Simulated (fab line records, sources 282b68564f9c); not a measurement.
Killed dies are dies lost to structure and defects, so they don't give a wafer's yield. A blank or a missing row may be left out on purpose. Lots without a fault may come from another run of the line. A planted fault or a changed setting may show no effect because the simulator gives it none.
fab line records | flow rit_cmos
record lots=6 wafers=18 last_day=6
route steps=202 shown NWELL@35 PWELL@39 WELLDRIVE@50 NRETRO@53 M1@202
lots that met no fault: from a run of the same line without faults
start_h: hours from the record's first day to the start of the lot's first wafer shown | wait_h: hours since the lot's step before | " the same as in the row above | L1.1+2: a row that stands for several wafers | - no value, or no start given | * or withheld: withheld | < > ~ a bound
route shown NAME@n: a module of which the file shows steps, and the number in the route of the first | usual: mean/standard deviation of fault-free wafers | same: alike in all rows | chamber/n: place in a boat | sites: the reading at each site | _std_site: their standard deviation | _edge_site: outer sites' mean less inner sites' | radius_mm: how far each site lies from the wafer's centre | mask NAME#n: copy n | behind: the tool/chamber that last shaped the wafer | hold: why the lot was held/for how many hours/how that ended | device: the transistor (n, p or np) that didn't switch | end of line: the same wafers' tests at the end of the route | a step without rows: its recipe alone | killed: dies lost to structure and defects at the first sort, not the wafer's yield | map: a wafer's dies, x killed, . not, _ none there
set.NAME: the setting as run; set.NAME@STEP: as run at that earlier step | model.NAME: the simulator's own value behind a step, which no gauge read
lots at some steps of the route; a table a step, a row a wafer
services: from which hour (start_h, from the record's first day; less than 0 if before it) a tool's chamber was out of use, for how many hours, and why
## steps
# step RIT_NWELL_HARDBAKE_07
# recipe resist=NOVOLAK temp_c=140 time_s=120
# step RIT_NWELL_IMPLANT_08
# recipe species=P energy_kev=170 dose_cm2=5e+13 tilt_deg=7
# step RIT_NWELL_STRIP_09
# recipe chemistry=O2 time_s=180 resist=NOVOLAK platen_temp_c=withheld power_w=500 pressure_mtorr=4000 o2_flow_sccm=4000
# usual drypump_motor_current_A=6.1/0.45
# columns lot.wafer tool chamber start_h wait_h drypump_motor_current_A rf_hours_counter_h
L388.1 plasma_asher-01 0 41.44 0.1 6.3 40
L388.3 " 1 " " 5.9 -
L388.5 " 0 " " 6.3 -
L389.2 plasma_asher-02 0 48.29 0.1 5.3 41
L389.4 " 1 " " 6.4 -
L389.5 " 0 " " 5.3 -
L393.4 plasma_asher-01 0 69.46 0.1 6.3 -
L393.5 " 1 " " 5.9 -
L393.6 " 0 " " 6.3 -
L398.1 plasma_asher-02 1 92.55 0.1 6.5 46
L398.4 " 1 " " 6.4 -
L398.6 " 1 " " 6.5 -
L399.1 plasma_asher-02 0 97.42 0.1 5.3 47
L399.3 " 1 " " 6.5 -
L399.4 " 0 " " 5.3 -
L401.1 plasma_asher-03 0 107.23 0.1 6.5 43
L401.3 " 0 " " 6.5 -
L401.4 " 1 " " 6.3 -
# step RIT_NWELL_TW_MEAS_10
# usual NWELL_TW=2156/21
# columns lot.wafer tool chamber start_h wait_h NWELL_TW
L388.1 film_metro-01 - 41.61 0.1 2168
L388.3 " - " " 2178
L388.5 " - " " 2188
L389.2 film_metro-04 - 48.48 0.1 2123
L389.4 " - " " 2124
L389.5 " - " " 2120
L393.4 film_metro-01 - 69.61 0.1 2182
L393.5 " - " " 2166
L393.6 " - " " 2172
L398.1 film_metro-01 - 92.73 0.1 2178
L398.4 " - " " 2173
L398.6 " - " " 2176
L399.1 film_metro-04 - 97.59 0.1 2166
L399.3 " - " " 2156
L399.4 " - " " 2147
L401.1 film_metro-02 - 107.41 0.1 2170
L401.3 " - " " 2172
L401.4 " - " " 2174
# step RIT_PWELL_HMDS_00
# recipe prime_time_s=60 prime_temp_c=140
# step RIT_PWELL_COAT_01
# recipe resist=NOVOLAK spin_rpm=2000 resist_thk_nm=1300
# step RIT_PWELL_SOFTBAKE_02
# recipe resist=NOVOLAK temp_c=90 time_s=60
# step RIT_PWELL_EXPOSE_03
# recipe mask_id=M3 na=0.57 target_cd_nm=43700 dose_mj=250
# step RIT_PWELL_PEB_04
# recipe resist=NOVOLAK temp_c=withheld time_s=withheld
# step RIT_PWELL_DEVELOP_05
# recipe resist=NOVOLAK develop_time_s=68 dev_temp_c=23
# step RIT_PWELL_OVL_MEAS_06
# usual PWELL_OVL=-0.1/1.5
# columns lot.wafer tool chamber start_h wait_h PWELL_OVL[nm]
L388.1 overlay-01 - 42.68 - 0.6
L388.3 " - " " -1.1
L388.5 " - " " -0.9
L389.2 overlay-01 - 49.76 - -1.1
L389.4 " - " " 0.3
L389.5 " - " " 1.9
L393.4 overlay-01 - 70.66 - -0.4
L393.5 " - " " -0.5
L393.6 " - " " 0.0
L398.1 overlay-01 - 93.79 - 0.6
L398.4 " - " " -0.3
L398.6 " - " " -0.6
L399.1 overlay-02 - 98.66 - 1.0
L399.3 " - " " -0.4
L399.4 " - " " -0.2
L401.1 overlay-02 - 108.38 - 1.7
L401.3 " - " " 2.1
L401.4 " - " " 0.2
# step RIT_PWELL_HARDBAKE_07
# recipe resist=NOVOLAK temp_c=140 time_s=120
# step RIT_PWELL_IMPLANT_08
# recipe species=B energy_kev=170 dose_cm2=7e+13 tilt_deg=7
# usual beam_on_s=10.01/0.2 faraday_current_uA=222/4.4
# columns lot.wafer tool chamber start_h wait_h beam_on_s faraday_current_uA
L388.1 implanter-04 0 42.97 0.2 9.78 227
L388.3 " 0 " " 10.02 221
L388.5 " 0 " " 10.47 211
L389.2 implanter-03 0 50.06 0.2 10.14 219
L389.4 " 0 " " 10.05 221
L389.5 " 0 " " 9.77 227
L393.4 implanter-03 0 71.00 0.2 10.24 217
L393.5 " 0 " " 10.13 220
L393.6 " 0 " " 9.65 229
L398.1 implanter-03 0 94.08 0.2 9.27 240
L398.4 " 0 " " 8.81 252
L398.6 " 0 " " 8.95 248
L399.1 implanter-01 0 99.10 0.2 10.05 220
L399.3 " 0 " " 10.09 220
L399.4 " 0 " " 10.02 221
L401.1 implanter-03 0 108.66 0.2 9.03 246
L401.3 " 0 " " 8.95 249
L401.4 " 0 " " 9.05 246
# step RIT_PWELL_STRIP_09
# recipe chemistry=O2 time_s=180 resist=NOVOLAK platen_temp_c=withheld power_w=500 pressure_mtorr=4000 o2_flow_sccm=4000
# usual drypump_motor_current_A=6.0/0.46
# columns lot.wafer tool chamber start_h wait_h drypump_motor_current_A rf_hours_counter_h
L388.1 plasma_asher-03 1 43.12 0.1 6.3 39
L388.3 " 1 " " 6.3 -
L388.5 " 0 " " 6.5 -
L389.2 plasma_asher-04 0 50.19 0.1 6.1 26
L389.4 " 0 " " 6.0 -
L389.5 " 1 " " 6.2 -
L393.4 plasma_asher-04 0 71.14 0.1 6.0 -
L393.5 " 1 " " 6.1 -
L393.6 " 0 " " 6.0 -
L398.1 plasma_asher-04 0 94.23 0.1 6.0 32
L398.4 " 1 " " 6.1 -
L398.6 " 1 " " 6.1 -
L399.1 plasma_asher-03 1 99.25 0.1 6.3 42
L399.3 " 1 " " 6.3 -
L399.4 " 0 " " 6.5 -
L401.1 plasma_asher-02 1 108.81 0.1 6.5 48
L401.3 " 0 " " 5.3 -
L401.4 " 1 " " 6.4 -
# step RIT_PWELL_TW_MEAS_10
# usual PWELL_TW=958/8.7
# columns lot.wafer tool chamber start_h wait_h PWELL_TW
L388.1 film_metro-04 - 43.29 0.1 957
L388.3 " - " " 962
L388.5 " - " " 959
L389.2 film_metro-04 - 50.37 0.1 939
L389.4 " - " " 943
L389.5 " - " " 941
L393.4 film_metro-02 - 71.28 0.1 967
L393.5 " - " " 964
L393.6 " - " " 967
L398.1 film_metro-04 - 94.40 0.1 923
L398.4 " - " " 929
L398.6 " - " " 917
L399.1 film_metro-01 - 99.43 0.1 959
L399.3 " - " " 964
L399.4 " - " " 964
L401.1 film_metro-04 - 108.99 0.1 927
L401.3 " - " " 926
L401.4 " - " " 923
# step RIT_WELLDRIVE_ANNEAL_00
# recipe temp_c=1100 time_s=14700 ambient=N2
# step RIT_WELLDRIVE_RS_MEAS_01
# recipe thk_meas_gauge=four-point-probe
# usual NWELL_RS=275.5/0.73
# columns lot.wafer tool chamber start_h wait_h NWELL_RS[ohm/sq]
L388.1 film_metro-02 - 48.94 0.0 275.8
L388.3 " - " " 274.9
L388.5 " - " " 275.4
L389.2 film_metro-02 - 56.02 0.0 276.1
L389.4 " - " " 275.9
L389.5 " - " " 275.4
L393.4 film_metro-04 - 77.49 0.1 275.2
L393.5 " - " " 275.2
L393.6 " - " " 275.7
L398.1 film_metro-04 - 100.12 0.0 274.8
L398.4 " - " " 276.3
L398.6 " - " " 275.0
L399.1 film_metro-04 - 105.20 0.0 274.5
L399.3 " - " " 275.2
L399.4 " - " " 275.2
L401.1 film_metro-04 - 115.23 0.0 275.0
L401.3 " - " " 275.7
L401.4 " - " " 274.8
# step RIT_WELLDRIVE_RS_MEAS_02
# recipe thk_meas_gauge=four-point-probe
# usual PWELL_RS=429.4/1.3
# columns lot.wafer tool chamber start_h wait_h PWELL_RS[ohm/sq]
L388.1 film_metro-02 - 49.06 0.1 429.9
L388.3 " - " " 428.7
L388.5 " - " " 428.7
L389.2 film_metro-02 - 56.14 0.1 429.0
L389.4 " - " " 429.2
L389.5 " - " " 429.2
L393.4 film_metro-04 - 77.61 0.1 429.2
L393.5 " - " " 429.0
L393.6 " - " " 430.6
L398.1 film_metro-04 - 100.24 0.1 460.9
L398.4 " - " " 459.9
L398.6 " - " " 461.2
L399.1 film_metro-04 - 105.32 0.1 432.7
L399.3 " - " " 431.8
L399.4 " - " " 431.7
L401.1 film_metro-04 - 115.35 0.1 460.4
L401.3 " - " " 462.4
L401.4 " - " " 462.1
# step RIT_NRETRO_HMDS_00
# recipe prime_time_s=60 prime_temp_c=140
# step RIT_M1_PROBE_99
# usual killed_at_contacts=0.1/0.34 killed_at_front_end=6.9/2.8 killed_dies=7.1/2.8 killed_open=3.4/1.9 killed_short=3.6/1.7
# same gross_dies=264 killed_at_M0_to_M3=0 killed_at_M4_up=0 killed_at_back_side=0 killed_at_other=0
# columns lot.wafer tool chamber start_h wait_h killed_at_contacts killed_at_front_end killed_dies killed_open killed_short model.etest.nmos_0p3.r_on_ohm_um model.etest.pwell_pinched.rs_ohm_sq model.etest.pwell.rs_ohm_sq model.etest.nmos_0p3.drive_ua_um model.etest.nmos_narrow.drive_ua_um model.etest.well_edge_left.line_ohm_um model.etest.well_edge_right.line_ohm_um model.etest.field_n.vt_v
L388.1 prober-01 - 82.11 0.1 0 5 5 2 3 2112 453.1 409.4 233.4 234.4 184.1 182.8 33.83
L388.3 prober-01 - 82.21 0.2 0 5 5 3 2 2116 446.4 412.2 234 239.2 180.9 180.3 33.77
L388.5 prober-01 - 82.31 0.2 0 10 10 5 5 2154 457.7 416.4 231.7 235.1 183.8 183.6 33.46
L389.2 prober-02 - 86.63 0.1 0 9 9 3 6 2168 466.8 419.8 224.3 224.9 181.9 183.8 33.9
L389.4 prober-02 - 86.73 0.2 0 6 6 3 3 2115 459.6 409.4 229.3 228.3 183.4 182.7 33.91
L389.5 prober-02 - 86.78 0.2 0 10 10 5 5 2100 459.8 417.2 228.6 230.1 184.7 186.2 33.76
L393.4 prober-02 - 107.58 0.2 0 2 2 1 1 2185 459.6 420.6 221 217.1 182 185 34.78
L393.5 prober-02 - 107.63 0.2 0 14 14 7 7 2181 464.5 418.8 224.2 222.6 184.8 182.6 35.16
L393.6 prober-02 - 107.68 0.2 1 6 7 3 4 2194 465.7 422.9 219.1 215.3 183.5 185.7 34.49
L398.1 prober-01 - 129.98 0.1 0 2 2 0 2 2122 502.3 451.7 240.7 237.6 179.9 175.4 33.75
L398.4 prober-01 - 130.13 0.2 0 1 1 1 0 2126 493.9 448.5 233.6 227.2 176.5 178.1 33.6
L398.6 prober-01 - 130.23 0.2 0 11 11 6 5 2134 485 448.4 231.3 226.7 178.7 176.7 34.01
L399.1 prober-02 - 137.26 0.1 0 6 6 2 4 2249 467.3 420.9 210.3 209.8 181.3 179.2 35.14
L399.3 prober-02 - 137.36 0.2 0 4 4 1 3 2220 459.7 421.6 213.9 215.6 183.1 181.3 35.63
L399.4 prober-02 - 137.41 0.2 0 6 6 2 4 2207 470.7 421.8 215.5 218.8 183 182.1 35.06
L401.1 prober-02 - 147.65 0.1 0 5 5 3 2 2069 506.7 456.1 247.6 244.7 176.9 177.3 33.92
L401.3 prober-02 - 147.75 0.2 0 4 4 1 3 2092 511.9 454.7 246.3 247.9 180.3 178.8 32.67
L401.4 prober-02 - 147.80 0.2 1 3 4 2 2 2045 507.3 461.2 251.4 246.3 179.5 175.9 34.05
# killed by level:class
L388.1 GATE:geometric_particle:short=2 FOX2:geometric_particle:short=1 GATE:geometric_particle:open=1 SILICIDE:geometric_particle:open=1
L388.3 REOX:geometric_particle:short=2 GATE:geometric_particle:open=1 REOX:geometric_particle:open=1 SPACER:geometric_particle:open=1
L388.5 GATE:geometric_particle:open=2 GATE:geometric_particle:short=2 REOX:geometric_particle:short=2 FOX1:geometric_particle:open=1 REOX:geometric_particle:open=1 SPACER:geometric_particle:open=1 SILICIDE:geometric_particle:short=1
L389.2 GATE:geometric_particle:short=4 GATE:geometric_particle:open=2 FOX1:geometric_particle:short=1 REOX:geometric_particle:short=1 REOX:geometric_particle:open=1
L389.4 GATE:geometric_particle:open=3 GATE:geometric_particle:short=2 REOX:geometric_particle:short=1
L389.5 FOX1:geometric_particle:open=2 GATE:geometric_particle:short=2 REOX:geometric_particle:open=2 REOX:geometric_particle:short=2 ACTIVE:geometric_particle:short=1 FOX2:geometric_particle:open=1
L393.4 GATE:geometric_particle:short=1 GATE:geometric_particle:open=1
L393.5 FOX1:geometric_particle:short=2 GATE:geometric_particle:open=2 SPACER:geometric_particle:open=2 SILICIDE:geometric_particle:short=2 FOX1:geometric_particle:open=1 FOX2:geometric_particle:open=1 GATE:geometric_particle:short=1 REOX:geometric_particle:open=1
L393.6 GATE:geometric_particle:short=2 SILICIDE:geometric_particle:open=2 GATE:geometric_particle:open=1 REOX:geometric_particle:short=1 CONTACT:geometric_particle:short=1
L398.1 FOX1:geometric_particle:short=1 GATE:geometric_particle:short=1
L398.4 GATE:geometric_particle:open=1
L398.6 GATE:geometric_particle:short=4 GATE:geometric_particle:open=3 SPACER:geometric_particle:open=3 SPACER:geometric_particle:short=1
L399.1 SPACER:geometric_particle:short=2 GATE:geometric_particle:open=1 REOX:geometric_particle:short=1 SPACER:geometric_particle:open=1 SILICIDE:geometric_particle:short=1
L399.3 FOX2:geometric_particle:short=2 GATE:geometric_particle:short=1 REOX:geometric_particle:open=1
L399.4 SILICIDE:geometric_particle:short=2 FOX1:geometric_particle:open=1 GATE:geometric_particle:short=1 GATE:geometric_particle:open=1 SPACER:geometric_particle:short=1
L401.1 FOX1:geometric_particle:short=2 SPACER:geometric_particle:open=2 GATE:geometric_particle:open=1
L401.3 FOX1:geometric_particle:short=1 GATE:geometric_particle:short=1 GATE:geometric_particle:open=1 SILICIDE:geometric_particle:short=1
L401.4 FOX2:geometric_particle:open=1 GATE:geometric_particle:open=1 SILICIDE:geometric_particle:short=1 CONTACT:geometric_particle:short=1
## services
# columns tool chamber start_h hours kind
plasma_asher-02 - 40.67 2.8 pm
plasma_asher-03 - 57.75 28.1 pm
implanter-04 - 66.61 0.9 repair
implanter-03 - 75.54 5.0 repair
implanter-03 - 85.00 4.1 repair
implanter-04 - 89.28 13.6 repair
implanter-04 - 92.22 3.7 repair
plasma_asher-03 - 105.49 1.6 repair
plasma_asher-03 - 108.75 9.0 pm
plasma_asher-03 0 108.75 9.0 vent_cycle
plasma_asher-03 1 108.75 9.0 vent_cycle
## key
first_sign step=RIT_PWELL_IMPLANT_08 reading=faraday_current_uA direction=up sigmas=5.6 usual=222 struck=247
effect step=RIT_PWELL_IMPLANT_08 reading=beam_on_s direction=down sigmas=4.9 usual=10.01 struck=9.01
effect step=RIT_PWELL_TW_MEAS_10 reading=PWELL_TW direction=down sigmas=3.8 usual=958 struck=924
effect step=RIT_WELLDRIVE_RS_MEAS_02 reading=PWELL_RS direction=up sigmas=25 usual=429.4 struck=461.2
model_effect step=RIT_M1_PROBE_99 value=etest.nmos_0p3.r_on_ohm_um without=2171 struck=2098
met_at RIT_PWELL_IMPLANT_08
struck_wafers L398.1,L398.4,L398.6,L401.1,L401.3,L401.4
tester_left_out L398,L401
onset_between 71.00 94.08
fault kind=process_parameter_drift tool=implanter-03 chamber=- onset_h=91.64 steps=RIT_PWELL_IMPLANT_08 channel=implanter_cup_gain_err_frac offset=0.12 shape=step end_h=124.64
# tester_left_out: of these lots the tester's yield and bins aren't shown, on N5 and GAA mostly nor the transistor test; their killed dies are dies lost to structure and defects alone, not to doping, threshold or leakage, so they don't give the yield
